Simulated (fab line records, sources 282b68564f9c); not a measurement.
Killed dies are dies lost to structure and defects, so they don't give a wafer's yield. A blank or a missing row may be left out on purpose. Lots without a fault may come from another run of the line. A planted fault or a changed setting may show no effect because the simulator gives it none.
fab line records | flow rit_cmos
record lots=13 wafers=39 last_day=7
route steps=202 shown M1@184
lots that met no fault: from a run of the same line without faults
start_h: hours from the record's first day to the start of the lot's first wafer shown | wait_h: hours since the lot's step before | " the same as in the row above | L1.1+2: a row that stands for several wafers | - no value, or no start given | * or withheld: withheld | < > ~ a bound
route shown NAME@n: a module of which the file shows steps, and the number in the route of the first | usual: mean/standard deviation of fault-free wafers | same: alike in all rows | chamber/n: place in a boat | sites: the reading at each site | _std_site: their standard deviation | _edge_site: outer sites' mean less inner sites' | radius_mm: how far each site lies from the wafer's centre | mask NAME#n: copy n | behind: the tool/chamber that last shaped the wafer | hold: why the lot was held/for how many hours/how that ended | device: the transistor (n, p or np) that didn't switch | end of line: the same wafers' tests at the end of the route | a step without rows: its recipe alone | killed: dies lost to structure and defects at the first sort, not the wafer's yield | map: a wafer's dies, x killed, . not, _ none there
set.NAME: the setting as run; set.NAME@STEP: as run at that earlier step | model.NAME: the simulator's own value behind a step, which no gauge read
steps of the route over a sample of lots; a table a step, a row a wafer
services: from which hour (start_h, from the record's first day; less than 0 if before it) a tool's chamber was out of use, for how many hours, and why
## steps
# step RIT_M1_SPUTTER_00
# recipe material=Al target_thk_nm=400 power_w=2000 chamber_pressure_pa=0.4 gas=Ar time_s=500 substrate_temp_c=25
# usual throttle_valve_pct=30.6/0.92
# columns lot.wafer tool chamber start_h wait_h throttle_valve_pct
L412.1 pvd_sputter-04 - 59.72 0.0 30.9
L412.4 " - " " 30.8
L412.5 " - " " 30.8
L413.1 pvd_sputter-01 - 62.46 0.0 29.2
L413.2 " - " " 28.3
L413.5 " - " " 28.2
L414.2 pvd_sputter-04 - 65.57 0.0 30.3
L414.3 " - " " 30.8
L414.6 " - " " 30.5
L415.1 pvd_sputter-04 - 73.45 0.0 30.8
L415.5 " - " " 30.1
L415.6 " - " " 32.0
L420.1 pvd_sputter-04 - 100.53 0.0 30.3
L420.2 " - " " 30.8
L420.3 " - " " 31.0
L425.2 pvd_sputter-03 - 125.83 0.0 29.5
L425.4 " - " " 30.0
L425.6 " - " " 29.5
L427.3 pvd_sputter-03 - 133.45 0.0 29.6
L427.4 " - " " 31.8
L427.5 " - " " 30.1
L429.2 pvd_sputter-03 - 144.31 0.0 30.8
L429.5 " - " " 29.3
L429.6 " - " " 30.0
L431.2 pvd_sputter-03 - 154.09 0.0 30.8
L431.3 " - " " 30.0
L431.4 " - " " 32.0
L432.1 pvd_sputter-04 - 160.43 0.0 32.0
L432.3 " - " " 30.2
L432.5 " - " " 31.9
L433.1 pvd_sputter-01 - 165.56 0.0 28.4
L433.4 " - " " 31.0
L433.5 " - " " 30.7
L434.4 pvd_sputter-04 - 166.97 0.0 30.7
L434.5 " - " " 30.9
L434.6 " - " " 30.7
L435.2 pvd_sputter-01 - 175.19 0.0 30.9
L435.4 " - " " 29.3
L435.6 " - " " 30.6
# step RIT_M1_RS_MEAS_01
# recipe thk_meas_gauge=four-point-probe reads=Al_of_M1_SPUTTER_00
# usual M1_AL_RS=0.0731/0.00077
# columns lot.wafer tool chamber start_h wait_h M1_AL_RS[ohm/sq]
L412.1 film_metro-04 - 60.02 0.1 0.0731
L412.4 " - " " 0.0731
L412.5 " - " " 0.0729
L413.1 film_metro-02 - 62.75 0.1 0.0747
L413.2 " - " " 0.0736
L413.5 " - " " 0.0736
L414.2 film_metro-02 - 65.89 0.2 0.0729
L414.3 " - " " 0.0716
L414.6 " - " " 0.0722
L415.1 film_metro-03 - 73.74 0.1 0.0726
L415.5 " - " " 0.0470
L415.6 " - " " 0.0735
L420.1 film_metro-02 - 100.82 0.1 0.0463
L420.2 " - " " 0.0711
L420.3 " - " " 0.0712
L425.2 film_metro-04 - 126.14 0.2 0.0745
L425.4 " - " " 0.0740
L425.6 " - " " 0.0744
L427.3 film_metro-02 - 133.79 0.2 0.0737
L427.4 " - " " 0.0732
L427.5 " - " " 0.0732
L429.2 film_metro-02 - 144.63 0.2 0.0726
L429.5 " - " " 0.0729
L429.6 " - " " 0.0733
L431.2 film_metro-02 - 154.40 0.2 0.0734
L431.3 " - " " 0.0738
L431.4 " - " " 0.0727
L432.1 film_metro-03 - 160.72 0.1 0.0732
L432.3 " - " " 0.0734
L432.5 " - " " 0.0733
L433.1 film_metro-02 - 165.85 0.1 0.0734
L433.4 " - " " 0.0736
L433.5 " - " " 0.0729
L434.4 film_metro-02 - 167.32 0.2 0.0732
L434.5 " - " " 0.0736
L434.6 " - " " 0.0729
L435.2 film_metro-02 - 175.51 0.2 0.0734
L435.4 " - " " 0.0742
L435.6 " - " " 0.0739
# step RIT_M1_THK_MEAS_02
# recipe thk_meas_gauge=xrf reads=Al_of_M1_SPUTTER_00
# usual M1_AL_THK=398/4.6
# columns lot.wafer tool chamber start_h wait_h M1_AL_THK[nm]
L412.1 film_metro-04 - 60.14 0.1 399
L412.4 " - " " 397
L412.5 " - " " 401
L413.1 film_metro-02 - 62.87 0.1 387
L413.2 " - " " 396
L413.5 " - " " 397
L414.2 film_metro-02 - 66.00 0.1 399
L414.3 " - " " 406
L414.6 " - " " 402
L415.1 film_metro-03 - 73.86 0.1 402
L415.5 " - " " 616
L415.6 " - " " 396
L420.1 film_metro-02 - 100.94 0.1 628
L420.2 " - " " 412
L420.3 " - " " 409
L425.2 film_metro-04 - 126.25 0.1 390
L425.4 " - " " 392
L425.6 " - " " 392
L427.3 film_metro-02 - 133.89 0.1 398
L427.4 " - " " 400
L427.5 " - " " 400
L429.2 film_metro-02 - 144.74 0.1 401
L429.5 " - " " 399
L429.6 " - " " 398
L431.2 film_metro-02 - 154.51 0.1 395
L431.3 " - " " 392
L431.4 " - " " 402
L432.1 film_metro-03 - 160.84 0.1 399
L432.3 " - " " 395
L432.5 " - " " 397
L433.1 film_metro-02 - 165.97 0.1 396
L433.4 " - " " 396
L433.5 " - " " 401
L434.4 film_metro-02 - 167.41 0.1 398
L434.5 " - " " 396
L434.6 " - " " 399
L435.2 film_metro-02 - 175.62 0.1 396
L435.4 " - " " 393
L435.6 " - " " 393
# step RIT_M1_METAL_ETCH_12
# recipe stop_on=SiO2 chemistry=Cl2/BCl3 target=Al time_s=165 over_etch_frac=0.5 pressure_mtorr=100 target_depth_a=6000 rf_w=250 Cl2_flow_sccm=60 bcl3_flow_sccm=50
# usual drypump_motor_current_A=5.7/0.35 oes_product_au=0.776/0.013 throttle_valve_pct=8.25/0.13
# same time_s=165
# columns lot.wafer tool chamber start_h wait_h drypump_motor_current_A oes_product_au rf_hours_counter_h throttle_valve_pct
L412.1 rie_metal-04 1 61.64 0.2 5.6 0.807 1 8.26
L412.4 " 0 " " 5.7 0.772 - 8.46
L412.5 " 0 " " 5.7 0.776 - 8.46
L413.1 rie_metal-02 0 64.34 0.2 5.2 0.774 34 8.07
L413.2 " 1 " " 6.5 0.765 33 8.29
L413.5 " 1 " " 6.5 0.766 - 8.30
L414.2 rie_metal-03 1 67.33 0.2 5.7 0.772 3 8.29
L414.3 " 1 " " 5.7 0.769 - 8.29
L414.6 " 1 " " 5.7 0.772 - 8.28
L415.1 rie_metal-04 0 75.21 0.2 5.7 0.769 1 8.48
L415.5 " 1 " " 5.6 1.027 - 8.24
L415.6 " 0 " " 5.7 0.764 - 8.48
L420.1 rie_metal-03 0 102.41 0.2 5.7 0.971 4 8.07
L420.2 " 1 " " 5.7 0.785 4 8.29
L420.3 " 0 " " 5.6 0.780 - 8.10
L425.2 rie_metal-02 1 127.74 0.2 6.5 0.762 34 8.31
L425.4 " 1 " " 6.5 0.766 - 8.30
L425.6 " 1 " " 6.5 0.761 - 8.29
L427.3 rie_metal-04 0 135.35 0.2 5.7 0.766 - 8.49
L427.4 " 1 " " 5.7 0.789 - 8.27
L427.5 " 1 " " 5.6 0.796 - 8.28
L429.2 rie_metal-04 1 146.07 0.2 5.6 0.799 2 8.26
L429.5 " 0 " " 5.7 0.776 - 8.46
L429.6 " 1 " " 5.6 0.796 - 8.25
L431.2 rie_metal-04 0 155.85 0.2 5.7 0.765 2 8.46
L431.3 " 1 " " 5.6 0.797 - 8.25
L431.4 " 0 " " 5.7 0.774 - 8.47
L432.1 rie_metal-03 1 163.87 0.2 5.7 0.771 5 8.29
L432.3 " 1 " " 5.7 0.759 - 8.29
L432.5 " 0 " " 5.7 0.767 - 8.10
L433.1 rie_metal-02 1 167.32 0.2 6.5 0.776 0 8.29
L433.4 " 1 " " 6.5 0.777 - 8.29
L433.5 " 0 " " 5.1 0.773 - 8.07
L434.4 rie_metal-04 0 168.78 0.1 5.7 0.774 - 8.46
L434.5 " 1 " " 5.6 0.796 - 8.27
L434.6 " 0 " " 5.7 0.774 - 8.47
L435.2 rie_metal-03 1 176.95 0.2 5.7 0.764 5 8.30
L435.4 " 1 " " 5.7 0.756 - 8.28
L435.6 " 1 " " 5.7 0.763 - 8.29
# step RIT_M1_PROBE_99
# usual defect_limited_yield=97.5/1 killed_at_M0_to_M3=0.0/0.083 killed_at_contacts=0.1/0.23 killed_at_front_end=6.7/2.7 killed_dies=6.7/2.7 killed_on_rim=1.8/1.2 killed_open=3.2/1.8 killed_short=3.5/1.9
# same gross_dies=264 killed_at_M4_up=0 killed_at_back_side=0 killed_at_other=0
# columns lot.wafer tool chamber start_h wait_h defect_limited_yield[%] killed_at_M0_to_M3 killed_at_contacts killed_at_front_end killed_dies killed_on_rim killed_open killed_short
L412.1 prober-01 - 63.90 0.1 98.5 0 0 4 4 2 2 2
L412.4 prober-01 - 64.05 0.2 98.9 0 0 3 3 1 1 2
L412.5 prober-01 - 64.10 0.2 98.1 0 0 5 5 2 3 2
L413.1 prober-02 - 66.59 0.1 95.8 0 0 11 11 4 7 4
L413.2 prober-02 - 66.64 0.1 99.2 0 1 1 2 1 2 0
L413.5 prober-02 - 66.79 0.2 96.6 0 0 9 9 5 5 4
L414.2 prober-01 - 69.64 0.1 97.3 0 0 7 7 3 2 5
L414.3 prober-01 - 69.69 0.2 96.2 0 0 10 10 3 7 3
L414.6 prober-01 - 69.84 0.2 97.7 0 0 6 6 2 4 2
L415.1 prober-02 - 77.46 0.1 96.2 0 0 10 10 1 6 4
L415.5 prober-02 - 77.66 0.2 9.8 231 0 7 238 67 3 4
L415.6 prober-02 - 77.71 0.2 98.5 0 0 4 4 0 2 2
L420.1 prober-01 - 104.67 0.1 1.9 252 0 7 259 70 3 4
L420.2 prober-01 - 104.72 0.1 97.3 0 0 7 7 1 1 6
L420.3 prober-01 - 104.77 0.2 98.1 0 0 5 5 2 4 1
L425.2 prober-01 - 130.08 0.1 97.7 0 0 6 6 2 4 1
L425.4 prober-01 - 130.18 0.2 97.7 0 0 6 6 2 2 4
L425.6 prober-01 - 130.28 0.2 97.0 0 0 8 8 1 4 4
L427.3 prober-01 - 137.67 0.2 97.3 0 0 7 7 2 4 3
L427.4 prober-01 - 137.72 0.2 97.0 0 0 8 8 2 4 4
L427.5 prober-01 - 137.77 0.2 96.2 0 0 10 10 2 2 8
L429.2 prober-01 - 148.38 0.1 98.1 0 0 5 5 1 4 1
L429.5 prober-01 - 148.53 0.2 98.1 0 0 5 5 1 3 2
L429.6 prober-01 - 148.58 0.2 95.5 0 0 12 12 3 6 6
L431.2 prober-01 - 158.15 0.1 97.7 0 0 6 6 0 1 5
L431.3 prober-01 - 158.20 0.2 98.5 0 1 3 4 2 1 3
L431.4 prober-01 - 158.25 0.2 97.7 0 0 6 6 2 3 3
L432.1 prober-02 - 166.14 0.1 98.1 0 0 5 5 2 1 4
L432.3 prober-02 - 166.24 0.2 98.9 0 0 3 3 1 0 3
L432.5 prober-02 - 166.34 0.2 97.3 0 0 7 7 1 5 2
L433.1 prober-01 - 169.57 0.1 98.9 0 0 3 3 1 1 2
L433.4 prober-01 - 169.72 0.2 98.9 0 0 3 3 0 1 2
L433.5 prober-01 - 169.77 0.2 98.1 0 0 5 5 2 4 1
L434.4 prober-02 - 171.22 0.2 95.8 0 0 11 11 3 5 6
L434.5 prober-02 - 171.27 0.2 97.0 0 0 8 8 2 7 1
L434.6 prober-02 - 171.32 0.2 97.7 0 0 6 6 2 3 3
L435.2 prober-01 - 179.27 0.1 93.6 0 1 16 17 3 5 11
L435.4 prober-01 - 179.37 0.2 96.6 0 0 9 9 2 4 4
L435.6 prober-01 - 179.47 0.2 96.2 0 0 10 10 0 6 4
# killed by level:class
L412.1 GATE:geometric_particle:open=1 GATE:geometric_particle:short=1 REOX:geometric_particle:open=1 SPACER:geometric_particle:short=1
L412.4 FOX1:geometric_particle:short=1 FOX2:geometric_particle:open=1 REOX:geometric_particle:short=1
L412.5 GATE:geometric_particle:open=3 GATE:geometric_particle:short=1 SILICIDE:geometric_particle:short=1
L413.1 SILICIDE:geometric_particle:open=4 FOX1:geometric_particle:short=3 FOX1:geometric_particle:open=1 GATE:geometric_particle:open=1 SPACER:geometric_particle:short=1 SPACER:geometric_particle:open=1
L413.2 SILICIDE:geometric_particle:open=1 CONTACT:geometric_particle:open=1
L413.5 GATE:geometric_particle:open=4 GATE:geometric_particle:short=2 FOX1:geometric_particle:short=1 FOX2:geometric_particle:short=1 SILICIDE:geometric_particle:open=1
L414.2 GATE:geometric_particle:short=2 REOX:geometric_particle:short=2 GATE:geometric_particle:open=1 SPACER:geometric_particle:open=1 SILICIDE:geometric_particle:short=1
L414.3 GATE:geometric_particle:short=3 GATE:geometric_particle:open=3 SPACER:geometric_particle:open=2 FOX2:geometric_particle:open=1 SILICIDE:geometric_particle:open=1
L414.6 GATE:geometric_particle:open=2 FOX1:geometric_particle:open=1 FOX2:geometric_particle:short=1 GATE:geometric_particle:short=1 SPACER:geometric_particle:open=1
L415.1 FOX1:geometric_particle:short=2 GATE:geometric_particle:open=2 GATE:geometric_particle:short=2 FOX2:geometric_particle:open=1 REOX:geometric_particle:open=1 SPACER:geometric_particle:open=1 SILICIDE:geometric_particle:open=1
L415.5 M1:area_etch=231 SPACER:geometric_particle:short=3 FOX1:geometric_particle:open=1 FOX1:geometric_particle:short=1 GATE:geometric_particle:open=1 REOX:geometric_particle:open=1
L415.6 REOX:geometric_particle:open=2 FOX2:geometric_particle:short=1 GATE:geometric_particle:short=1
L420.1 M1:area_etch=252 FOX1:geometric_particle:short=1 GATE:geometric_particle:short=1 GATE:geometric_particle:open=1 REOX:geometric_particle:open=1 SPACER:geometric_particle:short=1 SILICIDE:geometric_particle:short=1 SILICIDE:geometric_particle:open=1
L420.2 FOX1:geometric_particle:short=2 SILICIDE:geometric_particle:short=2 GATE:geometric_particle:short=1 REOX:geometric_particle:short=1 SILICIDE:geometric_particle:open=1
L420.3 SPACER:geometric_particle:open=2 FOX1:geometric_particle:open=1 GATE:geometric_particle:short=1 SILICIDE:geometric_particle:open=1
L425.2 REOX:geometric_particle:open=3 GATE:geometric_particle:open=1 REOX:geometric_particle:short=1 NLDD:coat_microbubble_printed=1
L425.4 GATE:geometric_particle:short=2 ACTIVE:geometric_particle:short=1 GATE:geometric_particle:open=1 SPACER:geometric_particle:short=1 SPACER:geometric_particle:open=1
L425.6 GATE:geometric_particle:open=3 GATE:geometric_particle:short=2 FOX1:geometric_particle:short=1 REOX:geometric_particle:short=1 REOX:geometric_particle:open=1
L427.3 GATE:geometric_particle:open=3 GATE:geometric_particle:short=3 SILICIDE:geometric_particle:open=1
L427.4 GATE:geometric_particle:open=3 GATE:geometric_particle:short=2 FOX2:geometric_particle:open=1 REOX:geometric_particle:short=1 SPACER:geometric_particle:short=1
L427.5 FOX2:geometric_particle:short=3 FOX1:geometric_particle:short=2 FOX1:geometric_particle:open=2 GATE:geometric_particle:short=2 REOX:geometric_particle:short=1
L429.2 SPACER:geometric_particle:open=3 FOX2:geometric_particle:open=1 FOX2:geometric_particle:short=1
L429.5 SPACER:geometric_particle:open=2 FOX2:geometric_particle:short=1 FOX2:geometric_particle:open=1 GATE:geometric_particle:short=1
L429.6 GATE:geometric_particle:open=3 SPACER:geometric_particle:short=3 SPACER:geometric_particle:open=3 GATE:geometric_particle:short=2 REOX:geometric_particle:short=1
L431.2 GATE:geometric_particle:short=2 REOX:geometric_particle:short=2 FOX1:geometric_particle:short=1 GATE:geometric_particle:open=1
L431.3 SPACER:geometric_particle:short=2 SPACER:geometric_particle:open=1 CONTACT:geometric_particle:short=1
L431.4 GATE:geometric_particle:open=2 FOX1:geometric_particle:short=1 REOX:geometric_particle:open=1 REOX:geometric_particle:short=1 SILICIDE:geometric_particle:short=1
L432.1 FOX1:geometric_particle:short=1 GATE:geometric_particle:short=1 GATE:geometric_particle:open=1 REOX:geometric_particle:short=1 SPACER:geometric_particle:short=1
L432.3 GATE:geometric_particle:short=1 SPACER:geometric_particle:short=1 SILICIDE:geometric_particle:short=1
L432.5 GATE:geometric_particle:open=4 FOX1:geometric_particle:open=1 GATE:geometric_particle:short=1 SPACER:geometric_particle:short=1
L433.1 REOX:geometric_particle:short=1 SPACER:geometric_particle:open=1 SILICIDE:geometric_particle:short=1
L433.4 GATE:geometric_particle:short=2 SPACER:geometric_particle:open=1
L433.5 FOX1:geometric_particle:open=2 SILICIDE:geometric_particle:open=2 GATE:geometric_particle:short=1
L434.4 GATE:geometric_particle:short=5 FOX1:geometric_particle:open=2 FOX1:geometric_particle:short=1 FOX2:geometric_particle:open=1 GATE:geometric_particle:open=1 REOX:geometric_particle:open=1
L434.5 GATE:geometric_particle:open=5 GATE:geometric_particle:short=1 REOX:geometric_particle:open=1 SILICIDE:geometric_particle:open=1
L434.6 SILICIDE:geometric_particle:open=2 FOX1:geometric_particle:short=1 FOX1:geometric_particle:open=1 FOX2:geometric_particle:short=1 SPACER:geometric_particle:short=1
L435.2 SPACER:geometric_particle:open=4 GATE:geometric_particle:short=3 SPACER:geometric_particle:short=3 FOX1:geometric_particle:short=2 GATE:geometric_particle:open=1 REOX:geometric_particle:short=1 SILICIDE:geometric_particle:short=1 CONTACT:geometric_particle:short=1
L435.4 SPACER:geometric_particle:open=2 FOX1:geometric_particle:open=1 GATE:geometric_particle:open=1 GATE:geometric_particle:short=1 REOX:geometric_particle:short=1 SPACER:geometric_particle:short=1 SILICIDE:geometric_particle:short=1 NSD:coat_microbubble_printed=1
L435.6 SPACER:geometric_particle:open=3 REOX:geometric_particle:short=2 FOX1:geometric_particle:short=1 FOX2:geometric_particle:open=1 REOX:geometric_particle:open=1 SILICIDE:geometric_particle:short=1 SILICIDE:geometric_particle:open=1
## services
# columns tool chamber start_h hours kind
rie_metal-03 1 46.04 1.5 repair
pvd_sputter-01 - 70.48 3.5 repair
pvd_sputter-01 - 76.33 2.2 repair
pvd_sputter-04 - 80.28 3.8 repair
rie_metal-02 - 101.00 2.8 pm
rie_metal-04 1 112.77 2.3 repair
rie_metal-02 - 136.12 20.0 pm
rie_metal-02 0 136.12 20.0 vent_cycle
rie_metal-02 1 136.12 20.0 vent_cycle
rie_metal-02 0 156.12 - clean
rie_metal-02 1 156.12 - clean
rie_metal-02 - 160.58 4.3 pm
## key
first_sign step=RIT_M1_RS_MEAS_01 reading=M1_AL_RS direction=down sigmas=34 usual=0.0731 struck=0.0467
effect step=RIT_M1_THK_MEAS_02 reading=M1_AL_THK direction=up sigmas=49 usual=398 struck=622
effect step=RIT_M1_METAL_ETCH_12 reading=oes_product_au direction=up sigmas=17 usual=0.776 struck=0.999
effect step=RIT_M1_PROBE_99 reading=killed_at_M0_to_M3 direction=up sigmas=99+ usual=0.0 struck=241.5
more_kills_born_at RIT_M1_METAL_ETCH_12@rie_metal-03=252 RIT_M1_METAL_ETCH_12@rie_metal-04=231
met_at RIT_M1_SPUTTER_00
struck_lots L415,L420
struck_wafers L415.5,L420.1
later_rows_left_out L415.5,L420.1
onset_between 65.57 73.45
fault kind=process_parameter_drift tool=pvd_sputter-04 chamber=- onset_h=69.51 steps=RIT_M1_SPUTTER_00 channel=target_thk_nm offset=222.37 shape=step end_h=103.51 stated=400 scope=struck_wafers_only
# later_rows_left_out: the simulator's readings of these wafers behind a module that went badly wrong aren't trusted and aren't shown, but for the sort
